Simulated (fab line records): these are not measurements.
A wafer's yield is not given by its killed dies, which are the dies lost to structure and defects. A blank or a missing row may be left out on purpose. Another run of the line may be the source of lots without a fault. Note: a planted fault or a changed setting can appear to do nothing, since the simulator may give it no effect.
The tool behind it: which one? :: flow ritCmos :: 14 lots with 42 wafers sampled at 2 steps, on a route of 202 steps

WHAT THE GAUGES SHOWED, per wafer
RIT_FOX1_THK_MEAS_01.
lot: L734
measured: day 1 20:38
on: filmMetro-01
FOX1_OXIDE_THK (nm): 353 349 350

lot: L735
measured: day 2 04:58
on: filmMetro-02
FOX1_OXIDE_THK (nm): 337 340 340

lot: L736
measured: day 2 04:59
on: filmMetro-01
FOX1_OXIDE_THK (nm): 360 356 357

lot: L738
measured: day 2 17:10
on: filmMetro-04
FOX1_OXIDE_THK (nm): 345 343 343

lot: L739
measured: day 2 20:24
on: filmMetro-04
FOX1_OXIDE_THK (nm): 341 349 346

lot: L740
measured: day 3 00:09
on: filmMetro-04
FOX1_OXIDE_THK (nm): 346 343 340

lot: L741
measured: day 3 05:50
on: filmMetro-02
FOX1_OXIDE_THK (nm): 358 357 356

lot: L744
measured: day 3 23:10
on: filmMetro-02
FOX1_OXIDE_THK (nm): 348 345 344

lot: L746
measured: day 4 06:10
on: filmMetro-02
FOX1_OXIDE_THK (nm): 308 322 316

lot: L747
measured: day 4 12:27
on: filmMetro-01
FOX1_OXIDE_THK (nm): 349 347 349

lot: L748
measured: day 4 17:40
on: filmMetro-04
FOX1_OXIDE_THK (nm): 311 310 314

lot: L754
measured: day 5 22:38
on: filmMetro-02
FOX1_OXIDE_THK (nm): 355 355 349

lot: L755
measured: day 6 03:59
on: filmMetro-02
FOX1_OXIDE_THK (nm): 326 339 334

lot: L757
measured: day 6 13:22
on: filmMetro-02
FOX1_OXIDE_THK (nm): 344 339 342

WHAT TOOL EACH LOT RAN ON (gives the tool, then ch and the chambers of the sampled wafers, and finally the start)
lot: L734
RIT_FOX1_OXIDATION_00: furnace-04 ch 0, day 1 19:19

lot: L735
RIT_FOX1_OXIDATION_00: furnace-03 ch 0, day 2 03:40

lot: L736
RIT_FOX1_OXIDATION_00: furnace-03 ch 0, day 2 03:40

lot: L738
RIT_FOX1_OXIDATION_00: furnace-01 ch 0, day 2 15:50

lot: L739
RIT_FOX1_OXIDATION_00: furnace-01 ch 0, day 2 19:05

lot: L740
RIT_FOX1_OXIDATION_00: furnace-01 ch 0, day 2 22:50

lot: L741
RIT_FOX1_OXIDATION_00: furnace-04 ch 0, day 3 04:31

lot: L744
RIT_FOX1_OXIDATION_00: furnace-04 ch 0, day 3 21:50

lot: L746
RIT_FOX1_OXIDATION_00: furnace-04 ch 0, day 4 04:50

lot: L747
RIT_FOX1_OXIDATION_00: furnace-01 ch 0, day 4 11:08

lot: L748
RIT_FOX1_OXIDATION_00: furnace-04 ch 0, day 4 16:20

lot: L754
RIT_FOX1_OXIDATION_00: furnace-03 ch 0, day 5 21:19

lot: L755
RIT_FOX1_OXIDATION_00: furnace-01 ch 0, day 6 02:40

lot: L757
RIT_FOX1_OXIDATION_00: furnace-01 ch 0, day 6 12:03
- RIT_FOX1_OXIDATION_00: target thk 350.7 nm, ox time 1130 s.

AS READ BY THE TOOLS THEMSELVES (means over the sampled wafers that have a number; for cases with no such wafer, the mark the record gives instead)
RIT_FOX1_OXIDATION_00.
lot: L734
tool: furnace-04
spikeTcCentreC (C): 1103.8
spikeTcLoadC (C): 1132.9
spikeTcSourceC (C): 1124.1
tubeCenterTempC (C): 1100
tube_center_temp_C_max: 1102.7

lot: L735
tool: furnace-03
spikeTcCentreC (C): 1101.5
spikeTcLoadC (C): 1127.1
spikeTcSourceC (C): 1124.8
tubeCenterTempC (C): 1100
tube_center_temp_C_max: 1102.7

lot: L736
tool: furnace-03
spikeTcCentreC (C): 1101.6
spikeTcLoadC (C): 1126.8
spikeTcSourceC (C): 1125.1
tubeCenterTempC (C): 1100
tube_center_temp_C_max: 1102.9

lot: L738
tool: furnace-01
spikeTcCentreC (C): 1102.7
spikeTcLoadC (C): 1133.1
spikeTcSourceC (C): 1125.1
tubeCenterTempC (C): 1100
tube_center_temp_C_max: 1103.1

lot: L739
tool: furnace-01
spikeTcCentreC (C): 1101.6
spikeTcLoadC (C): 1132.7
spikeTcSourceC (C): 1125.2
tubeCenterTempC (C): 1100
tube_center_temp_C_max: 1103.0

lot: L740
tool: furnace-01
spikeTcCentreC (C): 1102.3
spikeTcLoadC (C): 1133.7
spikeTcSourceC (C): 1125.5
tubeCenterTempC (C): 1100
tube_center_temp_C_max: 1102.4

lot: L741
tool: furnace-04
spikeTcCentreC (C): 1103.5
spikeTcLoadC (C): 1132.7
spikeTcSourceC (C): 1124.2
tubeCenterTempC (C): 1100
tube_center_temp_C_max: 1102.4

lot: L744
tool: furnace-04
spikeTcCentreC (C): 1102.3
spikeTcLoadC (C): 1132.3
spikeTcSourceC (C): 1124.1
tubeCenterTempC (C): 1100
tube_center_temp_C_max: 1103.4

lot: L746
tool: furnace-04
spikeTcCentreC (C): 1078.9
spikeTcLoadC (C): 1108.0
spikeTcSourceC (C): 1099.0
tubeCenterTempC (C): 1075
tube_center_temp_C_max: 1078.1

lot: L747
tool: furnace-01
spikeTcCentreC (C): 1101.9
spikeTcLoadC (C): 1133.4
spikeTcSourceC (C): 1124.9
tubeCenterTempC (C): 1100
tube_center_temp_C_max: 1103.0

lot: L748
tool: furnace-04
spikeTcCentreC (C): 1078.1
spikeTcLoadC (C): 1107.4
spikeTcSourceC (C): 1099.1
tubeCenterTempC (C): 1075
tube_center_temp_C_max: 1077.4

lot: L754
tool: furnace-03
spikeTcCentreC (C): 1102.4
spikeTcLoadC (C): 1127.0
spikeTcSourceC (C): 1125.8
tubeCenterTempC (C): 1100
tube_center_temp_C_max: 1103.0

lot: L755
tool: furnace-01
spikeTcCentreC (C): 1102.3
spikeTcLoadC (C): 1132.8
spikeTcSourceC (C): 1125.4
tubeCenterTempC (C): 1100
tube_center_temp_C_max: 1102.9

lot: L757
tool: furnace-01
spikeTcCentreC (C): 1102.8
spikeTcLoadC (C): 1133.7
spikeTcSourceC (C): 1124.1
tubeCenterTempC (C): 1100
tube_center_temp_C_max: 1102.6

THE ANSWER, worked out from the rows above alone
Rule: the usual values come from the lots themselves. Put in order of their means at a reading, lots are off if they are a third of the lots or fewer, leave a main group of 4 or more, and stand apart from it by a gap of 3 or more times the standard deviation of the main group's means; of several such gaps the widest counts. If all means in a main group match to the digits the tables above print for the reading, that group is not used. A lot without any number at a reading at which 4 lots or more have one is off too. Where the step has rows for the other lots, those lots are counted as sound. After the gauges, taken in route order, come the tools' own readings; for these a lot's mean is taken, as printed above. The first step at which some lot is off is used, and at that step the reading that is off furthest; a lot without a number counts as furthest.
Off: L746, L748 (RIT_FOX1_OXIDATION_00, tube_center_temp_C_max). The main group: mean 1102.8, standard deviation 0.28.
If a tool, at that step or one of the process steps before it, ran each lot that is off and ran no sound lot following the first of them, it fits. One fits: RIT_FOX1_OXIDATION_00 on furnace-04. Its last sound lot is L744 (day 3 21:50), its first lot that is off L746 (day 4 04:50): a fault that began between those two fits.
The tool's own readings at RIT_FOX1_OXIDATION_00 bear it out: on the lots that are off they differ by more than 5 times the standard deviation of the sound lots' means. spikeTcCentreC reads 1078.5 C there against 1102.4 C on the sound lots; spikeTcLoadC reads 1107.7 C there against 1131.5 C on the sound lots; spikeTcSourceC reads 1099.0 C there against 1124.9 C on the sound lots; tubeCenterTempC reads 1075 C there against 1100 C on the sound lots; tube_center_temp_C_max reads 1077.8 there against 1102.8 on the sound lots.

WHAT THE SIMULATOR HAD PUT IN
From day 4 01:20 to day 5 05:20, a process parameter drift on furnace-04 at RIT_FOX1_OXIDATION_00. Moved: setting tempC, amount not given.
Shown lots that were struck: L746, L748. This agrees with what the rule above found.
